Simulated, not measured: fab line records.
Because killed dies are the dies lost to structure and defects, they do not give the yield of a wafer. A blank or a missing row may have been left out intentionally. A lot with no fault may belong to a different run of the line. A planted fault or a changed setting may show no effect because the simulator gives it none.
A lot that was struck, set against a sound lot | flow rit_cmos | 44 steps out of a route of 202
Sound: these wafers, L878.2, L878.3, L878.5. Struck: wafers L900.1, L900.2, L900.6. The cause is named last.
At each step with rows: each side's tool, then ch and its chambers, then its first start. Under that, the readings that differ: sound wafers | struck wafers | difference of the means | sigmas: that difference in standard deviations of wafers without a fault.
alike: a reading whose means differ by less than 2 such deviations, as well as words and numbers matching on both sides. not compared: withheld readings; readings where some wafer has no value; bounds like >300 that might hide an equal value; numbers whose values overlap and for which the record gives no deviation.
The two part at a step that has a row with sigmas, a row that says differs or no value, or rows on one side only. Numbers that don't overlap but have no deviation are shown without sigmas and don't part them. Lack of a reading on every wafer of one side parts them only where that side has two or more wafers.

first, 1 step without rows for these wafers: RIT_PRETRO_IMPLANT_08.
RIT_PRETRO_STRIP_09: strips in O2, time 180 s.
  sound on plasma_asher-04 ch 0,1, day 2 11:57; struck on plasma_asher-01 ch 0,1, day 6 21:50
  alike: drypump_motor_current_A
  not compared: rf_hours_counter_h
RIT_PRETRO_TW_MEAS_10:
  struck on film_metro-03, day 6 22:01; sound on film_metro-01, day 2 12:08
  alike: PRETRO_TW
then, 5 steps without rows for these wafers: RIT_GATE_WET_ETCH_00 (etches SiO2 in BOE, target depth 56 nm, time 60 s); RIT_GATE_CLEAN_01 (cleans in SC1, time 600 s); RIT_GATE_CLEAN_02 (cleans in dHF, time 30 s); RIT_GATE_CLEAN_03 (cleans in SC2, time 600 s); RIT_GATE_CLEAN_04 (cleans in dHF, time 60 s).
RIT_FOX2_THK_MEAS_91:
  struck on film_metro-04, day 6 22:32; sound on film_metro-02, day 2 12:37
  alike: FIELD_OXIDE_LEFT_2_THK
then, 2 steps without rows for these wafers: RIT_GATE_OXIDATION_05 (target thk 3 nm, ox time 270 s); RIT_GATE_ANNEAL_06 (time 600 s).
RIT_GATE_THK_MEAS_07:
  struck on film_metro-02, day 6 23:55; sound on film_metro-04, day 2 15:52
  alike: GATE_OXIDE_THK
RIT_GATE_CVD_08: deposits poly-Si from SiH4, target thk 250 nm, time 2220 s.
  sound on lpcvd-02 ch 1, day 2 15:55; struck on lpcvd-01 ch 0, day 6 23:59
  reading                                  | sound             | struck          | difference | sigmas
  zone_power_source_pct (%)                | 11.4 11.6 11.3    | 12.2 12.1 12.3  | +0.8       | +2
  model.poly-Si_of_GATE_CVD_08.thk_nm (nm) | 250.7 248.5 249.2 | 189 189.1 189.6 | -60        |
RIT_GATE_THK_MEAS_09:
  struck on film_metro-02, day 7 01:36; sound on film_metro-04, day 2 17:32
  reading            | sound             | struck            | difference | sigmas
  GATE_POLY_THK (nm) | 250.8 248.6 249.2 | 189.0 189.1 189.5 | -60.3      | -22
then, 6 steps without rows for these wafers: RIT_GATE_HMDS_10 (prime time 60 s); RIT_GATE_COAT_11 (resist thk 850 nm); RIT_GATE_SOFTBAKE_12 (time 60 s); RIT_GATE_EXPOSE_13 (exposes mask M6, target cd 150 nm); RIT_GATE_PEB_14; RIT_GATE_DEVELOP_15 (develop time 50 s).
RIT_GATE_CD_MEAS_16: the cd target is 150 nm.
  struck on cd_sem-02, day 7 02:31; sound on cd_sem-02, day 2 18:35
  alike: cd_nm
RIT_GATE_OVL_MEAS_17:
  struck on overlay-01, day 7 02:38; sound on overlay-02, day 2 18:41
  reading       | sound        | struck         | difference | sigmas
  GATE_OVL (nm) | 0.6 1.1 -1.1 | -3.6 -3.4 -3.2 | -3.6       | -2
then, 1 step without rows for these wafers: RIT_GATE_HARDBAKE_18 (time 60 s).
RIT_GATE_ETCH_19: etches poly-Si in SF6/CHF3/O2, stops on SiO2, time 165 s, target depth 312.5 nm.
  sound on rie_si-02 ch 1,3, day 2 18:52; struck on rie_si-01 ch 1,2, day 7 02:49
  reading                          | sound             | struck            | difference | sigmas
  oes_product_au (a.u.)            | 0.863 0.841 0.843 | 0.697 0.699 0.703 | -0.149     | -11
  model.GATE.feature_depth_nm (nm) | 250.7 248.5 249.2 | 189 189.1 189.6   | -60        |
  model.etch.depth_nm (nm)         | 250.7 248.5 249.2 | 189 189.1 189.6   | -60        |
  alike: O2_flow_sccm, drypump_motor_current_A, throttle_valve_pct
  not compared: rf_hours_counter_h
RIT_GATE_STRIP_20: strips in O2, time 180 s.
  sound on plasma_asher-04 ch 1, day 2 18:59; struck on plasma_asher-03 ch 0,1, day 7 02:55
  reading                     | sound       | struck      | difference | sigmas
  drypump_motor_current_A (A) | 4.7 4.7 4.7 | 6.6 5.6 6.6 | +1.6       | +2
  not compared: rf_hours_counter_h
RIT_GATE_CD_MEAS_90: the cd target is 150 nm.
  struck on cd_sem-02, day 7 03:06; sound on cd_sem-01, day 2 19:10
  alike: cd_nm
then, 4 steps without rows for these wafers: RIT_REOX_CLEAN_00 (cleans in SC1, time 600 s); RIT_REOX_CLEAN_01 (cleans in dHF, time 30 s); RIT_REOX_CLEAN_02 (cleans in SC2, time 600 s); RIT_REOX_OXIDATION_03 (target thk 25.2 nm, ox time 5580 s).
RIT_REOX_THK_MEAS_04:
  struck on film_metro-02, day 7 06:18; sound on film_metro-04, day 2 22:12
  reading             | sound          | struck         | difference | sigmas
  REOX_OXIDE_THK (nm) | 25.5 26.3 26.1 | 24.6 25.0 24.8 | -1.2       | -3
then, 6 steps without rows for these wafers: RIT_NLDD_HMDS_00 (prime time 60 s); RIT_NLDD_COAT_01 (resist thk 1000 nm); RIT_NLDD_SOFTBAKE_02 (time 60 s); RIT_NLDD_EXPOSE_03 (exposes mask M7, target cd 40700 nm); RIT_NLDD_PEB_04; RIT_NLDD_DEVELOP_05 (develop time 50 s).
RIT_NLDD_OVL_MEAS_06:
  struck on overlay-01, day 7 07:27; sound on overlay-02, day 2 23:16
  alike: NLDD_OVL
then, 2 steps without rows for these wafers: RIT_NLDD_HARDBAKE_07 (time 60 s); RIT_NLDD_IMPLANT_08.
RIT_NLDD_STRIP_09: strips in O2, time 180 s.
  sound on plasma_asher-02 ch 0,1, day 2 23:35; struck on plasma_asher-02 ch 0,1, day 7 07:51
  alike: drypump_motor_current_A
  not compared: rf_hours_counter_h
RIT_NLDD_TW_MEAS_10:
  struck on film_metro-04, day 7 08:02; sound on film_metro-01, day 2 23:46
  reading | sound          | struck         | difference | sigmas
  NLDD_TW | 2431 2424 2426 | 2491 2505 2486 | +67        | +2
RIT_SDANNEAL_CLEAN_02: cleans in SC2, time 600 s.
  sound on wet_bench-02 ch 0, day 3 06:47; struck on wet_bench-01 ch 0, day 7 15:29
  reading                                  | sound             | struck            | difference | sigmas
  model.poly-Si_of_GATE_CVD_08.thk_nm (nm) | 163.9 162.4 163.6 | 102.4 102.2 102.8 | -60.8      |
RIT_M1_PROBE_99:
  struck on prober-02, day 7 23:08; sound on prober-02, day 3 14:31
  reading                             | sound             | struck            | difference | sigmas
  model.etest.pmos_turned.r_on_ohm_um | 3445 3552 3550    | 2843 3080 2994    | -543       |
  model.etest.nmos_turned.drive_ua_um | 317.4 300.9 302.6 | 444.7 428.2 436.9 | +129.6     |
  model.etest.nmos_0p3.r_on_ohm_um    | 2184 2171 2185    | 2003 2051 2030    | -152       |
  model.etest.nmos_0p15.r_on_ohm_um   | 1129 1151 1136    | 1042 1054 1049    | -90        |
  model.etest.pmos_turned.drive_ua_um | 190.6 178.8 178.9 | 247.3 224.8 231.3 | +51.7      |
  model.etest.nmos_0p15.drive_ua_um   | 469.8 461.5 457.3 | 524.9 514.9 517.9 | +56.4      |
  model.etest.nmos_narrow.drive_ua_um | 220.4 225.6 219.3 | 249.6 240.6 245.3 | +23.4      |
  model.etest.nmos_0p3.drive_ua_um    | 224.7 226.6 220.5 | 247.6 242.6 245.9 | +21.4      |
  alike: killed_at_contacts, killed_at_front_end, killed_dies, killed_open, killed_short

## WHERE THEY PART
First at RIT_GATE_CVD_08; last, within this record, at RIT_NLDD_TW_MEAS_10. Later steps at which nothing parts them and some readings are alike: RIT_M1_PROBE_99.

WHY: what had been put in by the simulator
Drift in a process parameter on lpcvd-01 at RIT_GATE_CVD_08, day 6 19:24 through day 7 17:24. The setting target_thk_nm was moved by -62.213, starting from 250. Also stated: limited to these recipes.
